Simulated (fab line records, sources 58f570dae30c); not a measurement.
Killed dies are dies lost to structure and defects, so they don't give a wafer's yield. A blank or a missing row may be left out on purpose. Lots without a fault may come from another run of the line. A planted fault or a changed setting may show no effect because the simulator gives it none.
Which tool did it? | flow berkeley_cmos170 | 13 lots, 39 wafers sampled, at 4 steps of a route of 331

WHAT THE GAUGES READ, wafer by wafer
UCB170_FIELD_THK_MEAS_90. Usual: FIELD_OXIDE_LEFT_1_THK 441 nm, standard deviation 9.3.
lot  | measured     | on            | FIELD_OXIDE_LEFT_1_THK (nm) | flag
L955 | day 5 15:21  | film_metro-04 | 431 444 446                 |
L954 | day 5 15:22  | film_metro-01 | 452 460 462                 |
L957 | day 6 06:31  | film_metro-02 | 448 449 441                 |
L956 | day 6 06:32  | film_metro-01 | 445 442 445                 |
L959 | day 6 16:12  | film_metro-02 | 432 437 444                 |
L958 | day 6 16:13  | film_metro-01 | 425 428 432                 |
L960 | day 6 16:14  | film_metro-04 | 429 440 439                 |
L961 | day 7 01:01  | film_metro-04 | 424 426 430                 |
L964 | day 8 06:05  | film_metro-02 | 425 426 425                 |
L965 | day 8 06:06  | film_metro-01 | 434 443 427                 |
L973 | day 10 01:38 | film_metro-02 | 451 454 439                 |
L974 | day 10 07:16 | film_metro-01 | 433 439 434                 |
L977 | day 10 19:08 | film_metro-01 | 443 436 437                 |

UCB170_SCREENOX_THK_MEAS_02. Usual: SCREENOX_OXIDE_THK 14.28 nm, standard deviation 0.25.
lot  | measured     | on            | SCREENOX_OXIDE_THK (nm) | flag
L955 | day 6 04:13  | film_metro-01 | 14.23 14.07 14.37       |
L954 | day 6 04:17  | film_metro-01 | 14.14 14.03 13.94       |
L957 | day 6 18:09  | film_metro-01 | 13.78 13.72 13.83       |
L956 | day 6 18:10  | film_metro-03 | 13.62 13.69 13.60       |
L959 | day 7 02:20  | film_metro-02 | 14.47 14.41 14.56       |
L958 | day 7 02:17  | film_metro-02 | 14.24 14.54 14.52       |
L960 | day 7 02:20  | film_metro-03 | 14.42 14.48 14.44       |
L961 | day 7 11:34  | film_metro-01 | 14.57 14.36 14.71       |
L964 | day 9 00:30  | film_metro-03 | 14.50 14.52 14.28       |
L965 | day 9 00:34  | film_metro-03 | 14.13 14.10 14.22       |
L973 | day 10 12:19 | film_metro-01 | 14.40 14.22 14.40       |
L974 | day 10 19:25 | film_metro-03 | 14.21 14.23 14.36       |
L977 | day 11 07:37 | film_metro-01 | 14.28 14.46 14.39       |

UCB170_PLDD_OVL_MEAS_07. Usual: PLDD_OVL 2 nm, standard deviation 5.6.
lot  | measured     | on         | PLDD_OVL (nm) | flag
L955 | day 7 09:45  | overlay-02 | 3 -4 -8       |
L954 | day 7 09:58  | overlay-02 | 8 9 -1        |
L957 | day 7 18:29  | overlay-02 | 4 1 3         |
L956 | day 7 18:13  | overlay-02 | 4 -2 5        |
L959 | day 8 14:31  | overlay-01 | 324 323 326   | OFF
L958 | day 8 13:53  | overlay-01 | 7 -2 8        |
L960 | day 8 14:19  | overlay-02 | 8 2 -5        |
L961 | day 8 14:45  | overlay-02 | -4 4 7        |
L964 | day 10 07:46 | overlay-01 | 328 331 321   | OFF
L965 | day 10 07:38 | overlay-02 | 3 8 2         |
L973 | day 11 18:00 | overlay-02 | -1 6 -5       |
L974 | day 11 21:38 | overlay-02 | -3 0 -5       |
L977 | day 12 09:20 | overlay-02 | 2 -1 -1       |

WHICH TOOL RAN EACH LOT (tool, then ch and the chambers of the sampled wafers, then the start)
lot  | UCB170_PLDD_EXPOSE_03
L955 | krf_scanner-01 ch 0, day 7 08:27
L954 | krf_scanner-01 ch 0, day 7 08:58
L957 | krf_scanner-02 ch 0, day 7 17:59
L956 | krf_scanner-01 ch 0, day 7 17:39
L959 | krf_scanner-02 ch 0, day 8 14:00
L958 | krf_scanner-02 ch 0, day 8 13:10
L960 | krf_scanner-01 ch 0, day 8 13:38
L961 | krf_scanner-01 ch 0, day 8 14:14
L964 | krf_scanner-02 ch 0, day 10 07:13
L965 | krf_scanner-01 ch 0, day 10 06:59
L973 | krf_scanner-01 ch 0, day 11 16:26
L974 | krf_scanner-01 ch 0, day 11 20:05
L977 | krf_scanner-01 ch 0, day 12 08:50
- UCB170_PLDD_EXPOSE_03: exposes mask PSELECT, target cd 1200 nm.

WHAT THE TOOLS THEMSELVES READ (means of the sampled wafers that have a number; where no wafer has one, the mark that the record gives instead)
UCB170_PLDD_EXPOSE_03. Usual: stage_vel_mm_s 500.03 mm/s, standard deviation 0.23.
lot  | tool           | stage_vel_mm_s (mm/s) | flag
L955 | krf_scanner-01 | 500.30                |
L954 | krf_scanner-01 | 500.04                |
L957 | krf_scanner-02 | 499.73                |
L956 | krf_scanner-01 | 499.85                |
L959 | krf_scanner-02 | 500.00                |
L958 | krf_scanner-02 | 499.89                |
L960 | krf_scanner-01 | 499.97                |
L961 | krf_scanner-01 | 500.31                |
L964 | krf_scanner-02 | 500.12                |
L965 | krf_scanner-01 | 499.95                |
L973 | krf_scanner-01 | 500.27                |
L974 | krf_scanner-01 | 499.97                |
L977 | krf_scanner-01 | 499.63                |

THE ANSWER, worked out from the rows above alone
Rule: a lot is off if the mean of its wafers that have a number lies more than 3 standard deviations from the usual mean. A lot without any number at a reading at which 4 lots or more have one is off too. The other lots that the step has rows for count as sound. The gauges are gone through in route order, then the tools' own readings, and for those a lot's mean is taken as printed above. The first step at which some lot is off is used, and at that step the reading that is off furthest; a lot without a number counts as furthest.
Off: L959, L964, at UCB170_PLDD_OVL_MEAS_07 (PLDD_OVL).
A tool fits if, at a process step before that reading, it ran every lot that is off, and no sound lot after the first of them. The gauges at UCB170_PLDD_OVL_MEAS_07 are tried like those tools. Can't be told from this: 2 tools fit, krf_scanner-02 at UCB170_PLDD_EXPOSE_03, overlay-01 at UCB170_PLDD_OVL_MEAS_07.

WHAT THE SIMULATOR HAD PUT IN
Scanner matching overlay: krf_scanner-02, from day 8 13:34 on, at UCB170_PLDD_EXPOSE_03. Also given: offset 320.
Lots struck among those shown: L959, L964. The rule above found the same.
